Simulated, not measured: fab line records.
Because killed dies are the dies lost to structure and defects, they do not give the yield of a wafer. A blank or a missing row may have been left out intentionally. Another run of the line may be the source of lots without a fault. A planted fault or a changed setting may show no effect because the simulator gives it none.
fab line records	flow rit_cmos
record lots=5	wafers=15	last_day=7
route steps=202 shown PLDD@116 SPACER@125 NSD@131 PSD@142 SDANNEAL@153 SILICIDE@161 M1@202
lots that met no fault: from a run of the same line without faults
start_h: start of the lot's first displayed wafer, in hours after the record's first day	wait_h: time in hours since the lot's previous step	" the same as in the row above	L1.1+2: a single row standing in for several wafers	- no value, or no start was given	* or withheld: withheld	< > ~ a bound
route shown NAME@n: names a module that has steps shown in the file, with the first one's number in the route	usual: mean/standard deviation taken from wafers without a fault	same: alike in all rows	chamber/n: place in a boat	sites: each site's reading	_std_site: the standard deviation of these	_edge_site: outer sites' mean less inner sites'	radius_mm: how far each site lies from the wafer's centre	mask NAME#n: copy n	behind: tool/chamber where the wafer was last shaped	hold: what put the lot on hold/how long, in hours/how the hold closed	device: names the non-switching transistor (n, p or np)	end of line: tests run on the same wafers once the route is complete	a step with no rows: only its recipe	killed: the dies lost at the first sort to structure and to defects; this is not the yield of the wafer	map: per-die view of a wafer (x killed, . not killed, _ where there is no die)
set.NAME: setting as actually run; set.NAME@STEP: the setting as run at that earlier step	model.NAME: the simulator's own value behind a step, which no gauge read
lots seen at some steps along the route; tables by step, rows by wafer
services: a tool's chamber out of use, with start hour (start_h, from the record's first day; less than 0 if before it), hours out, and reason
## steps
# step RIT_PLDD_SOFTBAKE_02
# recipe resist=NOVOLAK	temp_c=90	time_s=60
# step RIT_PLDD_EXPOSE_03
# recipe mask_id=M8	na=0.57	target_cd_nm=40900	dose_mj=250
# step RIT_PLDD_PEB_04
# recipe resist=NOVOLAK	temp_c=withheld	time_s=withheld
# step RIT_PLDD_DEVELOP_05
# recipe resist=NOVOLAK	develop_time_s=50	dev_temp_c=23
# step RIT_PLDD_OVL_MEAS_06
# usual PLDD_OVL=-0.8/1.5
lot.wafer	tool	chamber	start_h	wait_h	PLDD_OVL[nm]
L898.3	overlay-01	-	83.15	-	-2.8
L898.4	"	-	"	"	-1.4
L898.6	"	-	"	"	-0.3
L908.3	overlay-02	-	130.13	-	-1.3
L908.4	"	-	"	"	1.0
L908.6	"	-	"	"	1.0
L909.1	overlay-01	-	137.93	-	1.0
L909.3	"	-	"	"	-0.1
L909.5	"	-	"	"	2.4
L910.1	overlay-01	-	144.77	-	-0.3
L910.3	"	-	"	"	-1.8
L910.5	"	-	"	"	-1.3
L914.2	overlay-01	-	163.32	-	0.2
L914.5	"	-	"	"	1.0
L914.6	"	-	"	"	-0.9
# step RIT_PLDD_HARDBAKE_07
# recipe resist=NOVOLAK	temp_c=140	time_s=60
# step RIT_PLDD_IMPLANT_08
# recipe species=BF2	energy_kev=20	dose_cm2=9e+14	tilt_deg=7
# step RIT_PLDD_STRIP_09
# recipe chemistry=O2	time_s=180	resist=NOVOLAK	platen_temp_c=withheld	power_w=500	pressure_mtorr=4000	o2_flow_sccm=4000
# usual drypump_motor_current_A=5.7/0.38	rf_refl_power_W=7.0/1.6
lot.wafer	tool	chamber	start_h	wait_h	drypump_motor_current_A	rf_hours_counter_h	rf_refl_power_W
L898.3	plasma_asher-04	0	83.82	0.1	5.5	-	9.0
L898.4	"	1	"	"	6.1	-	5.7
L898.6	"	0	"	"	5.6	-	9.0
L908.3	plasma_asher-04	1	130.51	0.1	6.1	-	5.9
L908.4	"	0	"	"	5.6	-	8.9
L908.6	"	1	"	"	6.1	-	6.1
L909.1	plasma_asher-04	0	138.27	0.1	5.6	36	8.9
L909.3	"	0	"	"	5.5	-	8.8
L909.5	"	0	"	"	5.6	-	8.9
L910.1	plasma_asher-04	1	145.11	0.1	6.1	36	5.4
L910.3	"	1	"	"	6.1	-	5.6
L910.5	"	1	"	"	6.1	-	5.8
L914.2	plasma_asher-02	0	163.65	0.1	5.1	54	5.7
L914.5	"	1	"	"	6.0	-	8.7
L914.6	"	0	"	"	5.1	-	5.7
# step RIT_PLDD_TW_MEAS_10
# usual PLDD_TW=2363/11
lot.wafer	tool	chamber	start_h	wait_h	PLDD_TW
L898.3	film_metro-03	-	83.96	0.1	2365
L898.4	"	-	"	"	2368
L898.6	"	-	"	"	2368
L908.3	film_metro-02	-	130.65	0.1	2354
L908.4	"	-	"	"	2353
L908.6	"	-	"	"	2369
L909.1	film_metro-04	-	138.44	0.1	2351
L909.3	"	-	"	"	2373
L909.5	"	-	"	"	2370
L910.1	film_metro-04	-	145.28	0.1	2356
L910.3	"	-	"	"	2377
L910.5	"	-	"	"	2353
L914.2	film_metro-02	-	163.84	0.1	2362
L914.5	"	-	"	"	2364
L914.6	"	-	"	"	2364
# step RIT_SPACER_CLEAN_00
# recipe chemistry=SC1	mix=3:3:50	time_s=600	temp_c=75
# step RIT_SPACER_CLEAN_01
# recipe chemistry=dHF	dilution=50:1	time_s=30
# step RIT_SPACER_CLEAN_02
# recipe chemistry=SC2	mix=3:3:50	time_s=600	temp_c=75	dry=n2_spin
# step RIT_SPACER_CVD_03
# recipe material=Si3N4	target_thk_nm=250	temp_c=810	precursor=SiH2Cl2/NH3	time_s=3300	pressure_mtorr=300	sih2cl2_flow_sccm=60	nh3_flow_sccm=150
# usual pressure_mtorr=299.9/0.55	spike_tc_centre_C=811.6/1.8
lot.wafer	tool	chamber	start_h	wait_h	pressure_mtorr	spike_tc_centre_C	model.Si3N4_of_SPACER_CVD_03.thk_nm
L898.3	lpcvd-02	1	84.38	0.0	300.3	810.4	251.2
L898.4	"	1	"	"	300.5	812.6	249.9
L898.6	"	1	"	"	299.9	810.4	251.6
L908.3	lpcvd-02	0	131.06	0.0	299.7	813.4	252.2
L908.4	"	0	"	"	300.3	813.3	252.2
L908.6	"	0	"	"	300.3	815.3	252.7
L909.1	lpcvd-01	0	138.87	0.0	300.2	809.6	251.6
L909.3	"	0	"	"	300.6	809.7	252.6
L909.5	"	0	"	"	299.4	809.6	251.1
L910.1	lpcvd-02	0	145.71	0.0	240.0	815.1	234.2
L910.3	"	0	"	"	240.0	812.0	236.5
L910.5	"	0	"	"	240.3	814.5	235.7
L914.2	lpcvd-01	1	164.29	0.0	300.9	812.3	249.4
L914.5	"	1	"	"	300.5	812.2	250.1
L914.6	"	1	"	"	300.7	811.5	250.5
# step RIT_SPACER_THK_MEAS_04
# recipe reads=Si3N4_of_SPACER_CVD_03
# usual SPACER_NITRIDE_THK=251.7/1.9
lot.wafer	tool	chamber	start_h	wait_h	SPACER_NITRIDE_THK[nm]
L898.3	film_metro-03	-	86.32	0.0	251.4
L898.4	"	-	"	"	250.0
L898.6	"	-	"	"	251.5
L908.3	film_metro-03	-	132.99	0.0	252.2
L908.4	"	-	"	"	252.1
L908.6	"	-	"	"	252.5
L909.1	film_metro-03	-	140.79	0.0	251.5
L909.3	"	-	"	"	252.7
L909.5	"	-	"	"	251.3
L910.1	film_metro-02	-	147.63	0.0	234.2
L910.3	"	-	"	"	236.4
L910.5	"	-	"	"	235.9
L914.2	film_metro-01	-	166.22	0.0	249.5
L914.5	"	-	"	"	250.0
L914.6	"	-	"	"	250.4
# step RIT_SPACER_ETCHBACK_05
# recipe target_depth_a=2500	SF6_flow_sccm=30	CHF3_flow_sccm=30	target=Si3N4	chemistry=SF6/CHF3	pressure_mtorr=40	rf_w=250	time_s=240	stop_on=SiO2
# usual drypump_motor_current_A=5.7/0.4	oes_product_au=0.849/0.011	throttle_valve_pct=10.24/0.13
lot.wafer	tool	chamber	start_h	wait_h	drypump_motor_current_A	oes_product_au	rf_hours_counter_h	throttle_valve_pct	model.etch.depth_nm
L898.3	rie_diel-04	2	86.36	0.0	6.0	0.838	0	10.29	251.2
L898.4	"	3	"	"	6.7	0.857	-	10.18	249.9
L898.6	"	0	"	"	5.7	0.848	-	10.26	251.6
L908.3	rie_diel-03	1	133.03	0.0	5.7	0.866	5	10.08	252.2
L908.4	"	3	"	"	6.1	0.849	42	9.99	252.2
L908.6	"	1	"	"	5.7	0.868	-	10.10	252.7
L909.1	rie_diel-04	1	140.85	0.1	5.6	0.843	134	10.56	251.6
L909.3	"	2	"	"	6.0	0.839	1	10.31	252.6
L909.5	"	0	"	"	5.7	0.843	-	10.26	251.1
L910.1	rie_diel-01	2	147.69	0.1	5.3	0.782	10	10.37	234.2
L910.3	"	3	"	"	5.2	0.806	79	10.21	236.5
L910.5	"	3	"	"	5.2	0.805	-	10.22	235.7
L914.2	rie_diel-03	2	166.27	0.0	6.1	0.856	30	10.25	249.4
L914.5	"	1	"	"	5.7	0.861	-	10.07	250.1
L914.6	"	2	"	"	6.1	0.854	-	10.26	250.5
# step RIT_NSD_HMDS_00
# recipe prime_time_s=60	prime_temp_c=140
# step RIT_NSD_COAT_01
# recipe resist=NOVOLAK	spin_rpm=3250	resist_thk_nm=1000
# step RIT_NSD_SOFTBAKE_02
# recipe resist=NOVOLAK	temp_c=90	time_s=60
# step RIT_NSD_EXPOSE_03
# recipe mask_id=M9	na=0.57	target_cd_nm=40700	dose_mj=250
# step RIT_NSD_PEB_04
# recipe resist=NOVOLAK	temp_c=withheld	time_s=withheld
# step RIT_NSD_DEVELOP_05
# recipe resist=NOVOLAK	develop_time_s=50	dev_temp_c=23
# step RIT_NSD_OVL_MEAS_06
# usual NSD_OVL=0.1/1.3
lot.wafer	tool	chamber	start_h	wait_h	NSD_OVL[nm]
L898.3	overlay-02	-	87.50	-	-0.3
L898.4	"	-	"	"	-0.2
L898.6	"	-	"	"	-1.3
L908.3	overlay-01	-	134.25	-	-0.1
L908.4	"	-	"	"	0.6
L908.6	"	-	"	"	0.3
L909.1	overlay-01	-	141.97	-	0.1
L909.3	"	-	"	"	-1.0
L909.5	"	-	"	"	0.8
L910.1	overlay-01	-	148.81	-	0.7
L910.3	"	-	"	"	1.1
L910.5	"	-	"	"	0.4
L914.2	overlay-01	-	167.27	-	1.8
L914.5	"	-	"	"	1.4
L914.6	"	-	"	"	2.0
# step RIT_NSD_HARDBAKE_07
# recipe resist=NOVOLAK	temp_c=140	time_s=60
# step RIT_NSD_IMPLANT_08
# recipe species=P	energy_kev=25	dose_cm2=1e+15	tilt_deg=7
# step RIT_NSD_STRIP_09
# recipe chemistry=O2	time_s=180	resist=NOVOLAK	platen_temp_c=withheld	power_w=500	pressure_mtorr=4000	o2_flow_sccm=4000
# usual drypump_motor_current_A=5.67/0.28	rf_refl_power_W=6.9/1.7
lot.wafer	tool	chamber	start_h	wait_h	drypump_motor_current_A	rf_hours_counter_h	rf_refl_power_W
L898.3	plasma_asher-01	1	88.02	0.1	5.51	-	4.2
L898.4	"	0	"	"	5.36	-	6.3
L898.6	"	0	"	"	5.36	-	6.2
L908.3	plasma_asher-04	0	134.79	0.1	5.53	-	9.0
L908.4	"	1	"	"	6.11	-	6.0
L908.6	"	0	"	"	5.52	-	8.8
L909.1	plasma_asher-01	1	142.31	0.1	5.52	2	4.7
L909.3	"	1	"	"	5.51	-	4.5
L909.5	"	0	"	"	5.35	-	6.4
L910.1	plasma_asher-04	0	149.18	0.1	5.57	37	8.9
L910.3	"	0	"	"	5.55	-	8.6
L910.5	"	1	"	"	6.10	-	5.7
L914.2	plasma_asher-04	1	167.60	0.1	6.12	39	5.7
L914.5	"	0	"	"	5.54	-	8.9
L914.6	"	1	"	"	6.09	-	5.5
# step RIT_NSD_TW_MEAS_10
# usual NSD_TW=3137/13
lot.wafer	tool	chamber	start_h	wait_h	NSD_TW
L898.3	film_metro-03	-	88.16	0.1	3145
L898.4	"	-	"	"	3144
L898.6	"	-	"	"	3126
L908.3	film_metro-02	-	134.92	0.1	3144
L908.4	"	-	"	"	3154
L908.6	"	-	"	"	3146
L909.1	film_metro-02	-	142.49	0.1	3131
L909.3	"	-	"	"	3145
L909.5	"	-	"	"	3145
L910.1	film_metro-02	-	149.36	0.1	3155
L910.3	"	-	"	"	3141
L910.5	"	-	"	"	3133
L914.2	film_metro-02	-	167.79	0.1	3155
L914.5	"	-	"	"	3138
L914.6	"	-	"	"	3139
# step RIT_PSD_HMDS_00
# recipe prime_time_s=60	prime_temp_c=140
# step RIT_PSD_COAT_01
# recipe resist=NOVOLAK	spin_rpm=3250	resist_thk_nm=1000
# step RIT_PSD_SOFTBAKE_02
# recipe resist=NOVOLAK	temp_c=90	time_s=60
# step RIT_PSD_EXPOSE_03
# recipe mask_id=M10	na=0.57	target_cd_nm=40900	dose_mj=250
# step RIT_PSD_PEB_04
# recipe resist=NOVOLAK	temp_c=withheld	time_s=withheld
# step RIT_PSD_DEVELOP_05
# recipe resist=NOVOLAK	develop_time_s=50	dev_temp_c=23
# step RIT_PSD_OVL_MEAS_06
# usual PSD_OVL=-0.9/1.3
lot.wafer	tool	chamber	start_h	wait_h	PSD_OVL[nm]
L898.3	overlay-01	-	89.18	-	-2.7
L898.4	"	-	"	"	-0.4
L898.6	"	-	"	"	0.5
L908.3	overlay-02	-	136.02	-	0.0
L908.4	"	-	"	"	-0.3
L908.6	"	-	"	"	-0.2
L909.1	overlay-01	-	143.55	-	-0.2
L909.3	"	-	"	"	-0.8
L909.5	"	-	"	"	-1.1
L910.1	overlay-01	-	150.27	-	-3.5
L910.3	"	-	"	"	-2.6
L910.5	"	-	"	"	-3.3
L914.2	overlay-01	-	168.82	-	-1.1
L914.5	"	-	"	"	-1.6
L914.6	"	-	"	"	0.6
# step RIT_PSD_HARDBAKE_07
# recipe resist=NOVOLAK	temp_c=140	time_s=60
# step RIT_PSD_IMPLANT_08
# recipe species=BF2	energy_kev=27	dose_cm2=5e+15	tilt_deg=7
# step RIT_PSD_STRIP_09
# recipe chemistry=O2	time_s=180	resist=NOVOLAK	platen_temp_c=withheld	power_w=500	pressure_mtorr=4000	o2_flow_sccm=4000
# usual drypump_motor_current_A=5.6/0.33	rf_refl_power_W=6.7/1.6
lot.wafer	tool	chamber	start_h	wait_h	drypump_motor_current_A	rf_hours_counter_h	rf_refl_power_W
L898.3	plasma_asher-01	1	89.56	0.1	5.5	-	4.3
L898.4	"	0	"	"	5.3	-	6.4
L898.6	"	1	"	"	5.5	-	4.0
L908.3	plasma_asher-01	0	136.41	0.1	5.3	-	6.5
L908.4	"	1	"	"	5.5	-	4.9
L908.6	"	1	"	"	5.5	-	4.6
L909.1	plasma_asher-02	1	143.88	0.1	6.0	52	8.7
L909.3	"	1	"	"	6.1	-	8.5
L909.5	"	1	"	"	6.0	-	8.3
L910.1	plasma_asher-01	1	150.60	0.1	5.5	3	4.7
L910.3	"	1	"	"	5.5	-	4.4
L910.5	"	0	"	"	5.3	-	6.4
L914.2	plasma_asher-02	1	169.15	0.1	6.0	54	8.5
L914.5	"	0	"	"	5.1	-	5.9
L914.6	"	1	"	"	6.0	-	8.3
# step RIT_PSD_TW_MEAS_10
# usual PSD_TW=3447/19
lot.wafer	tool	chamber	start_h	wait_h	PSD_TW
L898.3	film_metro-03	-	89.70	0.1	3447
L898.4	"	-	"	"	3440
L898.6	"	-	"	"	3444
L908.3	film_metro-02	-	136.54	0.1	3432
L908.4	"	-	"	"	3444
L908.6	"	-	"	"	3432
L909.1	film_metro-02	-	144.06	0.1	3451
L909.3	"	-	"	"	3447
L909.5	"	-	"	"	3474
L910.1	film_metro-02	-	150.78	0.1	3437
L910.3	"	-	"	"	3446
L910.5	"	-	"	"	3424
L914.2	film_metro-03	-	169.33	0.1	3443
L914.5	"	-	"	"	3468
L914.6	"	-	"	"	3448
# step RIT_SDANNEAL_CLEAN_00
# recipe chemistry=SC1	mix=3:3:50	time_s=600	temp_c=75
# step RIT_SDANNEAL_CLEAN_01
# recipe chemistry=dHF	dilution=50:1	time_s=30
# step RIT_SDANNEAL_CLEAN_02
# recipe chemistry=SC2	mix=3:3:50	time_s=600	temp_c=75	dry=n2_spin
# step RIT_SDANNEAL_RTA_03
# recipe temp_c=1050	time_s=5	idle_temp_c=600	ramp_up_c_per_s=342	ramp_down_c_per_s=171	cool_to_c=600	ambient=N2
# usual wafer_temp_C_max=1053.5/1.1
lot.wafer	tool	chamber	start_h	wait_h	wafer_temp_C_max
L898.3	rtp_anneal-02	0	90.13	0.0	1054.4
L898.4	"	0	"	"	1054.0
L898.6	"	0	"	"	1052.4
L908.3	rtp_anneal-02	0	136.97	0.0	1054.2
L908.4	"	0	"	"	1052.7
L908.6	"	0	"	"	1051.4
L909.1	rtp_anneal-01	0	144.50	0.0	1057.0
L909.3	"	0	"	"	1054.1
L909.5	"	0	"	"	1053.7
L910.1	rtp_anneal-02	0	151.21	0.0	1053.3
L910.3	"	0	"	"	1054.6
L910.5	"	0	"	"	1052.5
L914.2	rtp_anneal-02	0	169.76	0.0	1052.2
L914.5	"	0	"	"	1054.0
L914.6	"	0	"	"	1054.8
# step RIT_SDANNEAL_RS_MEAS_04
# recipe thk_meas_gauge=four-point-probe
# usual PSD_RS=115.9/0.35
lot.wafer	tool	chamber	start_h	wait_h	PSD_RS[ohm/sq]
L898.3	film_metro-04	-	90.21	0.1	116.1
L898.4	"	-	"	"	115.9
L898.6	"	-	"	"	116.0
L908.3	film_metro-03	-	137.05	0.1	116.0
L908.4	"	-	"	"	116.0
L908.6	"	-	"	"	116.2
L909.1	film_metro-03	-	144.56	0.0	116.2
L909.3	"	-	"	"	116.1
L909.5	"	-	"	"	116.3
L910.1	film_metro-04	-	151.27	0.0	115.5
L910.3	"	-	"	"	115.9
L910.5	"	-	"	"	115.7
L914.2	film_metro-04	-	169.83	0.1	115.5
L914.5	"	-	"	"	115.7
L914.6	"	-	"	"	115.9
# step RIT_SILICIDE_WET_ETCH_00
# recipe chemistry=BOE	target=SiO2	target_depth_nm=14	time_s=15	dry=n2_spin	dilution=10:1	temp_c=21.5
# usual bath_heat_duty_pct=1.8/0.41
lot.wafer	tool	chamber	start_h	wait_h	bath_heat_duty_pct	model.Si3N4_of_SPACER_CVD_03.thk_nm
L898.3	wet_bench-01	1	90.65	0.1	2.1	197.6
L898.4	"	1	"	"	1.0	191.9
L898.6	"	1	"	"	1.5	196.8
L908.3	wet_bench-04	3	137.49	0.1	2.4	197
L908.4	"	3	"	"	1.8	196.3
L908.6	"	3	"	"	1.7	197.3
L909.1	wet_bench-04	1	145.04	0.1	1.5	197.4
L909.3	"	1	"	"	2.1	198
L909.5	"	1	"	"	2.3	196.2
L910.1	wet_bench-02	0	151.75	0.1	1.6	182.8
L910.3	"	0	"	"	1.9	184.4
L910.5	"	0	"	"	1.5	183.8
L914.2	wet_bench-02	1	170.29	0.1	1.7	193.7
L914.5	"	1	"	"	1.7	195.1
L914.6	"	1	"	"	2.0	194.4
# step RIT_M1_PROBE_99
# usual killed_at_front_end=7/3.1	killed_dies=7/3.1	killed_on_rim=1.8/1.5	killed_open=3.3/2.1	killed_short=3.5/2
# same gross_dies=264	killed_at_M0_to_M3=0	killed_at_M4_up=0	killed_at_back_side=0	killed_at_contacts=0	killed_at_other=0
lot.wafer	tool	chamber	start_h	wait_h	killed_at_front_end	killed_dies	killed_on_rim	killed_open	killed_short	model.etest.pwell_pinched.rs_ohm_sq	model.etest.nwell_pinched.rs_ohm_sq	model.etest.diode_nplus_comb.cj_ff_um2
L898.3	prober-01	-	97.52	0.2	9	9	2	3	6	455.6	328.9	2.596
L898.4	prober-01	-	97.57	0.2	15	15	3	6	9	477.2	344.7	2.721
L898.6	prober-01	-	97.67	0.2	13	13	1	10	3	459.3	332.2	2.633
L908.3	prober-01	-	144.83	0.2	15	15	4	7	8	456.1	333.5	2.632
L908.4	prober-01	-	144.88	0.2	7	7	3	4	3	455.6	337.4	2.655
L908.6	prober-01	-	144.98	0.2	9	9	3	4	5	462.4	333.4	2.628
L909.1	prober-02	-	152.09	0.1	4	4	1	2	2	453.4	333.7	2.644
L909.3	prober-02	-	152.19	0.2	10	10	5	2	8	453.3	333.3	2.632
L909.5	prober-02	-	152.29	0.2	10	10	5	4	6	458.8	336.3	2.645
L910.1	prober-01	-	159.09	0.1	7	7	1	2	5	480.4	345.5	2.689
L910.3	prober-01	-	159.19	0.2	8	8	2	3	5	475.5	342.2	2.685
L910.5	prober-01	-	159.29	0.2	9	9	5	3	6	477.6	345.2	2.693
L914.2	prober-02	-	177.54	0.1	6	6	1	3	3	458	340.8	2.659
L914.5	prober-02	-	177.69	0.2	2	2	1	0	2	460.5	335.5	2.638
L914.6	prober-02	-	177.74	0.2	2	2	0	0	2	459.2	339.2	2.647
# killed by level:class
L898.3 SPACER:geometric_particle:short=2 SILICIDE:geometric_particle:short=2 ACTIVE:geometric_particle:short=1 FOX1:geometric_particle:open=1 GATE:geometric_particle:open=1 REOX:geometric_particle:short=1 SILICIDE:geometric_particle:open=1
L898.4 GATE:geometric_particle:short=3 GATE:geometric_particle:open=2 REOX:geometric_particle:short=2 SILICIDE:geometric_particle:open=2 SILICIDE:geometric_particle:short=2 FOX1:geometric_particle:short=1 REOX:geometric_particle:open=1 SPACER:geometric_particle:open=1
L898.6 SILICIDE:geometric_particle:open=4 FOX1:geometric_particle:open=2 GATE:geometric_particle:open=2 SPACER:geometric_particle:open=2 FOX2:geometric_particle:short=1 GATE:geometric_particle:short=1 REOX:geometric_particle:short=1
L908.3 GATE:geometric_particle:short=6 GATE:geometric_particle:open=5 SPACER:geometric_particle:open=2 SPACER:geometric_particle:short=1 SILICIDE:geometric_particle:short=1
L908.4 GATE:geometric_particle:open=2 FOX1:geometric_particle:open=1 GATE:geometric_particle:short=1 REOX:geometric_particle:short=1 SPACER:geometric_particle:open=1 SILICIDE:geometric_particle:short=1
L908.6 SPACER:geometric_particle:short=3 GATE:geometric_particle:short=2 FOX1:geometric_particle:open=1 FOX2:geometric_particle:open=1 GATE:geometric_particle:open=1 REOX:geometric_particle:open=1
L909.1 SPACER:geometric_particle:open=2 GATE:geometric_particle:short=1 SPACER:geometric_particle:short=1
L909.3 FOX1:geometric_particle:short=5 GATE:geometric_particle:open=2 SPACER:geometric_particle:short=2 GATE:geometric_particle:short=1
L909.5 GATE:geometric_particle:short=4 FOX1:geometric_particle:open=2 FOX1:geometric_particle:short=2 GATE:geometric_particle:open=1 REOX:geometric_particle:open=1
L910.1 FOX1:geometric_particle:short=2 FOX2:geometric_particle:short=1 GATE:geometric_particle:short=1 REOX:geometric_particle:open=1 SILICIDE:geometric_particle:open=1 SILICIDE:geometric_particle:short=1
L910.3 REOX:geometric_particle:short=2 SPACER:geometric_particle:open=2 FOX1:geometric_particle:short=1 GATE:geometric_particle:short=1 REOX:geometric_particle:open=1 SILICIDE:geometric_particle:short=1
L910.5 FOX1:geometric_particle:short=2 FOX2:geometric_particle:open=2 GATE:geometric_particle:short=2 GATE:geometric_particle:open=1 REOX:geometric_particle:short=1 SILICIDE:geometric_particle:short=1
L914.2 GATE:geometric_particle:open=2 REOX:geometric_particle:short=2 FOX2:geometric_particle:open=1 GATE:geometric_particle:short=1
L914.5 FOX1:geometric_particle:short=1 GATE:geometric_particle:short=1
L914.6 FOX1:geometric_particle:short=1 GATE:geometric_particle:short=1
## services
tool	chamber	start_h	hours	kind
rie_diel-04	2	63.02	-	clean
rie_diel-04	2	63.02	15.6	scheduled_down
rie_diel-04	2	63.02	15.6	vent_cycle
rie_diel-01	3	63.98	7.8	repair
rie_diel-04	0	76.60	4.9	repair
rie_diel-04	1	82.63	4.9	repair
plasma_asher-01	-	103.58	5.6	repair
plasma_asher-01	-	109.20	9.0	pm
plasma_asher-01	0	109.20	9.0	vent_cycle
plasma_asher-01	1	109.20	9.0	vent_cycle
rie_diel-01	1	114.14	8.1	repair
plasma_asher-01	0	118.20	-	clean
plasma_asher-01	1	118.20	-	clean
wet_bench-02	-	126.62	1.9	pm
plasma_asher-02	-	128.81	0.6	repair
rie_diel-04	-	145.20	1.9	repair
## key
first_sign step=RIT_SPACER_CVD_03	reading=pressure_mtorr	direction=down	sigmas=99+	usual=299.9	struck=240.1
effect step=RIT_SPACER_THK_MEAS_04	reading=SPACER_NITRIDE_THK	direction=down	sigmas=8.4	usual=251.7	struck=235.5
effect step=RIT_SPACER_ETCHBACK_05	reading=oes_product_au	direction=down	sigmas=4.7	usual=0.849	struck=0.798
model_effect step=RIT_SPACER_CVD_03	value=Si3N4_of_SPACER_CVD_03.thk_nm	without=251.7	struck=235.5
model_effect step=RIT_SPACER_ETCHBACK_05	value=etch.depth_nm	without=251.7	struck=235.5
model_effect step=RIT_SILICIDE_WET_ETCH_00	value=Si3N4_of_SPACER_CVD_03.thk_nm	without=196.4	struck=183.7
model_effect step=RIT_M1_PROBE_99	value=etest.pwell_pinched.rs_ohm_sq	without=465.8	struck=477.8
met_at RIT_SPACER_CVD_03
struck_wafers L910.1,L910.3,L910.5
tester_left_out L910
onset_between 131.06 145.71
fault kind=process_parameter_drift	tool=lpcvd-02	chamber=0	onset_h=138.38	steps=RIT_SPACER_CVD_03	channel=pressure_mtorr	offset=-60	shape=step	end_h=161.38	acts_in=these_recipes_only	stated=300
# tester_left_out: of these lots the tester's yield and bins aren't shown, on N5 and GAA mostly nor the transistor test; their killed dies are dies lost to structure and defects alone, not to doping, threshold or leakage, so they don't give the yield
